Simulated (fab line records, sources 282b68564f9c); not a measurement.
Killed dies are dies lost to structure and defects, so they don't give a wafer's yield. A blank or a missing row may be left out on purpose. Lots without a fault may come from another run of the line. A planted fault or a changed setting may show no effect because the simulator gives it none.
fab line records | flow rit_cmos
record lots=7 wafers=21 last_day=7
route steps=202 shown PSD@144 SDANNEAL@153 M1@202
lots that met no fault: from a run of the same line without faults
start_h: hours from the record's first day to the start of the lot's first wafer shown | wait_h: hours since the lot's step before | " the same as in the row above | L1.1+2: a row that stands for several wafers | - no value, or no start given | * or withheld: withheld | < > ~ a bound
route shown NAME@n: a module of which the file shows steps, and the number in the route of the first | usual: mean/standard deviation of fault-free wafers | same: alike in all rows | chamber/n: place in a boat | sites: the reading at each site | _std_site: their standard deviation | _edge_site: outer sites' mean less inner sites' | radius_mm: how far each site lies from the wafer's centre | mask NAME#n: copy n | behind: the tool/chamber that last shaped the wafer | hold: why the lot was held/for how many hours/how that ended | device: the transistor (n, p or np) that didn't switch | end of line: the same wafers' tests at the end of the route | a step without rows: its recipe alone | killed: dies lost to structure and defects at the first sort, not the wafer's yield | map: a wafer's dies, x killed, . not, _ none there
set.NAME: the setting as run; set.NAME@STEP: as run at that earlier step | model.NAME: the simulator's own value behind a step, which no gauge read
lots at some steps of the route; a table a step, a row a wafer
services: from which hour (start_h, from the record's first day; less than 0 if before it) a tool's chamber was out of use, for how many hours, and why
## steps
# step RIT_PSD_SOFTBAKE_02
# recipe resist=NOVOLAK temp_c=90 time_s=60
# step RIT_PSD_EXPOSE_03
# recipe mask_id=M10 na=0.57 target_cd_nm=40900 dose_mj=250
# step RIT_PSD_PEB_04
# recipe resist=NOVOLAK temp_c=withheld time_s=withheld
# step RIT_PSD_DEVELOP_05
# recipe resist=NOVOLAK develop_time_s=50 dev_temp_c=23
# step RIT_PSD_OVL_MEAS_06
# usual PSD_OVL=0.9/1.4
# columns lot.wafer tool chamber start_h wait_h PSD_OVL[nm]
L547.1 overlay-02 - 51.60 - 2.2
L547.4 " - " " 1.2
L547.6 " - " " 0.0
L552.1 overlay-02 - 78.16 - 1.8
L552.2 " - " " 0.5
L552.4 " - " " -0.1
L553.1 overlay-02 - 80.09 - 0.8
L553.3 " - " " 0.3
L553.5 " - " " 0.9
L557.2 overlay-01 - 99.90 - 3.2
L557.5 " - " " 1.4
L557.6 " - " " 2.2
L559.2 overlay-01 - 110.84 - -0.1
L559.4 " - " " 0.7
L559.5 " - " " 0.1
L563.1 overlay-01 - 129.88 - -0.1
L563.3 " - " " 1.1
L563.4 " - " " -0.2
L567.1 overlay-02 - 150.00 - 3.0
L567.3 " - " " 3.0
L567.6 " - " " 2.0
# step RIT_PSD_HARDBAKE_07
# recipe resist=NOVOLAK temp_c=140 time_s=60
# step RIT_PSD_IMPLANT_08
# recipe species=BF2 energy_kev=27 dose_cm2=5e+15 tilt_deg=7
# step RIT_PSD_STRIP_09
# recipe chemistry=O2 time_s=180 resist=NOVOLAK platen_temp_c=withheld power_w=500 pressure_mtorr=4000 o2_flow_sccm=4000
# usual drypump_motor_current_A=5.6/0.63 rf_refl_power_W=5.9/0.54
# columns lot.wafer tool chamber start_h wait_h drypump_motor_current_A rf_hours_counter_h rf_refl_power_W
L547.1 plasma_asher-01 1 52.11 0.1 5.0 38 6.5
L547.4 " 0 " " 6.6 - 4.8
L547.6 " 1 " " 5.0 - 6.5
L552.1 plasma_asher-04 0 78.49 0.1 6.0 45 6.9
L552.2 " 1 " " 5.4 45 5.6
L552.4 " 1 " " 5.3 - 5.7
L553.1 plasma_asher-01 1 80.42 0.1 5.0 41 6.5
L553.3 " 0 " " 6.5 - 4.8
L553.5 " 1 " " 5.0 - 6.7
L557.2 plasma_asher-02 0 100.23 0.1 6.2 47 5.5
L557.5 " 0 " " 6.2 - 5.7
L557.6 " 1 " " 4.9 - 6.1
L559.2 plasma_asher-01 0 111.17 0.1 6.5 44 4.9
L559.4 " 0 " " 6.5 - 4.7
L559.5 " 1 " " 5.0 - 6.4
L563.1 plasma_asher-04 0 130.22 0.1 6.0 51 6.4
L563.3 " 0 " " 6.0 - 6.7
L563.4 " 1 " " 5.3 - 5.5
L567.1 plasma_asher-02 0 150.33 0.1 6.2 3 5.9
L567.3 " 1 " " 4.9 - 6.3
L567.6 " 0 " " 6.2 - 5.5
# step RIT_PSD_TW_MEAS_10
# usual PSD_TW=3429/15
# columns lot.wafer tool chamber start_h wait_h PSD_TW
L547.1 film_metro-04 - 52.28 0.1 3439
L547.4 " - " " 3462
L547.6 " - " " 3445
L552.1 film_metro-03 - 78.67 0.1 3424
L552.2 " - " " 3432
L552.4 " - " " 3421
L553.1 film_metro-04 - 80.60 0.1 3462
L553.3 " - " " 3440
L553.5 " - " " 3427
L557.2 film_metro-04 - 100.41 0.1 3457
L557.5 " - " " 3421
L557.6 " - " " 3446
L559.2 film_metro-03 - 111.35 0.1 3431
L559.4 " - " " 3433
L559.5 " - " " 3438
L563.1 film_metro-02 - 130.39 0.1 3417
L563.3 " - " " 3408
L563.4 " - " " 3399
L567.1 film_metro-02 - 150.51 0.1 3417
L567.3 " - " " 3409
L567.6 " - " " 3417
# step RIT_SDANNEAL_CLEAN_00
# recipe chemistry=SC1 mix=3:3:50 time_s=600 temp_c=75
# step RIT_SDANNEAL_CLEAN_01
# recipe chemistry=dHF dilution=50:1 time_s=30
# step RIT_SDANNEAL_CLEAN_02
# recipe chemistry=SC2 mix=3:3:50 time_s=600 temp_c=75 dry=n2_spin
# step RIT_SDANNEAL_RTA_03
# recipe temp_c=1050 time_s=5 idle_temp_c=600 ramp_up_c_per_s=342 ramp_down_c_per_s=171 cool_to_c=600 ambient=N2
# usual wafer_temp_C_max=1053.3/0.96
# columns lot.wafer tool chamber start_h wait_h wafer_temp_C_max
L547.1 rtp_anneal-01 0 52.71 0.0 1053.4
L547.4 " 0 " " 1052.2
L547.6 " 0 " " 1052.2
L552.1 rtp_anneal-02 0 79.10 0.0 1053.3
L552.2 " 0 " " 1052.4
L552.4 " 0 " " 1052.7
L552.1 rtp_anneal-02 0 79.42 0.3 1052.6
L552.2 " 0 " " 1054.9
L552.4 " 0 " " 1053.5
L553.1 rtp_anneal-01 0 81.04 0.0 1054.4
L553.3 " 0 " " 1052.3
L553.5 " 0 " " 1053.4
L557.2 rtp_anneal-01 0 100.84 0.0 1052.2
L557.5 " 0 " " 1053.2
L557.6 " 0 " " 1051.5
L557.2 rtp_anneal-01 0 101.06 0.2 1053.4
L557.5 " 0 " " 1053.0
L557.6 " 0 " " 1054.1
L559.2 rtp_anneal-01 0 111.80 0.0 1053.0
L559.4 " 0 " " 1053.0
L559.5 " 0 " " 1053.8
L559.2 rtp_anneal-01 0 112.02 0.2 1054.5
L559.4 " 0 " " 1053.9
L559.5 " 0 " " 1053.0
L563.1 rtp_anneal-01 0 131.19 0.0 1054.0
L563.3 " 0 " " 1052.8
L563.4 " 0 " " 1052.8
L567.1 rtp_anneal-01 0 151.11 0.0 1053.7
L567.3 " 0 " " 1055.4
L567.6 " 0 " " 1053.6
# step RIT_SDANNEAL_RS_MEAS_04
# recipe thk_meas_gauge=four-point-probe
# usual PSD_RS=115.93/0.29
# columns lot.wafer tool chamber start_h wait_h PSD_RS[ohm/sq]
L547.1 film_metro-02 - 52.77 0.0 116.04
L547.4 " - " " 115.95
L547.6 " - " " 116.11
L552.1 film_metro-02 - 79.48 0.0 116.27
L552.2 " - " " 116.08
L552.4 " - " " 116.05
L553.1 film_metro-02 - 81.10 0.0 115.89
L553.3 " - " " 115.83
L553.5 " - " " 116.09
L557.2 film_metro-04 - 101.13 0.1 115.57
L557.5 " - " " 115.75
L557.6 " - " " 115.60
L559.2 film_metro-04 - 112.09 0.1 115.90
L559.4 " - " " 116.08
L559.5 " - " " 115.77
L563.1 film_metro-02 - 131.25 0.0 115.45
L563.3 " - " " 115.16
L563.4 " - " " 115.95
L567.1 film_metro-02 - 151.17 0.0 115.67
L567.3 " - " " 115.83
L567.6 " - " " 115.66
# step RIT_M1_PROBE_99
# usual killed_at_contacts=0.0/0.22 killed_at_front_end=7/3.1 killed_dies=7/3.1 killed_open=3.5/2.2 killed_short=3.3/1.9
# same gross_dies=264 killed_at_M0_to_M3=0 killed_at_M4_up=0 killed_at_back_side=0 killed_at_other=0
# columns lot.wafer tool chamber start_h wait_h killed_at_contacts killed_at_front_end killed_dies killed_open killed_short
L547.1 prober-02 - 60.33 0.1 0 4 4 3 1
L547.4 prober-02 - 60.48 0.2 0 6 6 2 4
L547.6 prober-02 - 60.58 0.2 0 6 6 4 2
L552.1 prober-01 - 87.49 0.1 0 6 6 5 1
L552.2 prober-01 - 87.54 0.1 0 6 6 3 3
L552.4 prober-01 - 87.64 0.2 0 7 7 4 3
L553.1 prober-01 - 88.63 0.1 0 9 9 5 4
L553.3 prober-01 - 88.73 0.2 0 9 9 5 4
L553.5 prober-01 - 88.83 0.2 0 9 9 3 6
L557.2 prober-01 - 108.56 0.1 0 5 5 1 4
L557.5 prober-01 - 108.71 0.2 0 6 6 2 4
L557.6 prober-01 - 108.76 0.2 1 6 7 3 4
L559.2 prober-01 - 120.82 0.1 0 5 5 3 2
L559.4 prober-01 - 120.92 0.2 0 3 3 1 2
L559.5 prober-01 - 120.97 0.2 0 14 14 7 7
L563.1 prober-01 - 138.80 0.1 0 8 8 6 2
L563.3 prober-01 - 138.90 0.2 1 7 8 2 6
L563.4 prober-01 - 138.95 0.2 0 10 10 8 2
L567.1 prober-01 - 158.52 0.1 0 12 12 7 5
L567.3 prober-01 - 158.62 0.2 0 8 8 6 2
L567.6 prober-01 - 158.77 0.2 0 10 10 5 5
# killed by level:class
L547.1 GATE:geometric_particle:open=2 GATE:geometric_particle:short=1 REOX:geometric_particle:open=1
L547.4 FOX1:geometric_particle:short=3 FOX1:geometric_particle:open=1 GATE:geometric_particle:short=1 SILICIDE:geometric_particle:open=1
L547.6 SILICIDE:geometric_particle:open=3 GATE:geometric_particle:short=2 FOX2:geometric_particle:open=1
L552.1 SPACER:geometric_particle:open=2 FOX2:geometric_particle:open=1 GATE:geometric_particle:open=1 REOX:geometric_particle:short=1 REOX:geometric_particle:open=1
L552.2 GATE:geometric_particle:open=2 GATE:geometric_particle:short=1 SPACER:geometric_particle:open=1 SPACER:geometric_particle:short=1 SILICIDE:geometric_particle:short=1
L552.4 FOX2:geometric_particle:open=2 FOX1:geometric_particle:open=1 GATE:geometric_particle:open=1 GATE:geometric_particle:short=1 SPACER:geometric_particle:short=1 SILICIDE:geometric_particle:short=1
L553.1 GATE:geometric_particle:short=2 GATE:geometric_particle:open=2 SILICIDE:geometric_particle:open=2 FOX2:geometric_particle:short=1 REOX:geometric_particle:open=1 SILICIDE:geometric_particle:short=1
L553.3 GATE:geometric_particle:open=2 GATE:geometric_particle:short=2 FOX2:geometric_particle:open=1 REOX:geometric_particle:open=1 SPACER:geometric_particle:open=1 SPACER:geometric_particle:short=1 SILICIDE:geometric_particle:short=1
L553.5 FOX2:geometric_particle:short=3 GATE:geometric_particle:open=3 FOX1:geometric_particle:short=1 GATE:geometric_particle:short=1 REOX:geometric_particle:short=1
L557.2 GATE:geometric_particle:short=2 SPACER:geometric_particle:short=2 FOX2:geometric_particle:open=1
L557.5 GATE:geometric_particle:short=3 FOX2:geometric_particle:open=1 SILICIDE:geometric_particle:short=1 SILICIDE:geometric_particle:open=1
L557.6 REOX:geometric_particle:open=2 REOX:geometric_particle:short=2 GATE:geometric_particle:short=1 GATE:geometric_particle:open=1 CONTACT:geometric_particle:short=1
L559.2 GATE:geometric_particle:open=2 GATE:geometric_particle:short=1 REOX:geometric_particle:open=1 SILICIDE:geometric_particle:short=1
L559.4 FOX1:geometric_particle:open=1 FOX1:geometric_particle:short=1 SPACER:geometric_particle:short=1
L559.5 FOX1:geometric_particle:open=4 GATE:geometric_particle:short=2 SILICIDE:geometric_particle:short=2 FOX1:geometric_particle:short=1 GATE:geometric_particle:open=1 REOX:geometric_particle:open=1 REOX:geometric_particle:short=1 SPACER:geometric_particle:short=1
L563.1 SPACER:geometric_particle:open=3 GATE:geometric_particle:short=2 FOX1:geometric_particle:open=1 GATE:geometric_particle:open=1 REOX:geometric_particle:open=1
L563.3 REOX:geometric_particle:short=3 GATE:geometric_particle:short=1 GATE:geometric_particle:open=1 SPACER:geometric_particle:short=1 SILICIDE:geometric_particle:open=1 CONTACT:geometric_particle:short=1
L563.4 GATE:geometric_particle:open=3 FOX1:geometric_particle:open=2 SILICIDE:geometric_particle:open=2 GATE:geometric_particle:short=1 REOX:geometric_particle:open=1 SPACER:geometric_particle:short=1
L567.1 FOX2:geometric_particle:short=3 FOX2:geometric_particle:open=2 SILICIDE:geometric_particle:open=2 FOX1:geometric_particle:open=1 GATE:geometric_particle:short=1 GATE:geometric_particle:open=1 REOX:geometric_particle:open=1 REOX:geometric_particle:short=1
L567.3 FOX2:geometric_particle:open=3 SILICIDE:geometric_particle:open=2 REOX:geometric_particle:open=1 SPACER:geometric_particle:short=1 SILICIDE:geometric_particle:short=1
L567.6 SILICIDE:geometric_particle:short=3 FOX1:geometric_particle:open=2 REOX:geometric_particle:short=2 GATE:geometric_particle:open=1 REOX:geometric_particle:open=1 SPACER:geometric_particle:open=1
## services
# columns tool chamber start_h hours kind
plasma_asher-02 - 80.01 1.5 repair
plasma_asher-04 - 99.22 2.8 pm
plasma_asher-02 - 108.75 9.0 pm
plasma_asher-02 0 108.75 9.0 vent_cycle
plasma_asher-02 1 108.75 9.0 vent_cycle
plasma_asher-02 0 117.75 - clean
plasma_asher-02 1 117.75 - clean
plasma_asher-02 - 137.37 1.0 repair
plasma_asher-01 - 140.96 4.8 repair
## key
first_sign step=RIT_SDANNEAL_RTA_03 reading=visit direction=added
effect none on later readings
met_at RIT_SDANNEAL_RTA_03
struck_wafers L552.1,L552.2,L552.4,L557.2,L557.5,L557.6,L559.2,L559.4,L559.5
tester_left_out L552,L557,L559
fault kind=repeated_step_whole tool=rtp_anneal-01,rtp_anneal-02 chamber=- onset_h=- steps=RIT_SDANNEAL_RTA_03 times=1 scope=struck_lots_only
# tester_left_out: of these lots the tester's yield and bins aren't shown, on N5 and GAA mostly nor the transistor test; their killed dies are dies lost to structure and defects alone, not to doping, threshold or leakage, so they don't give the yield
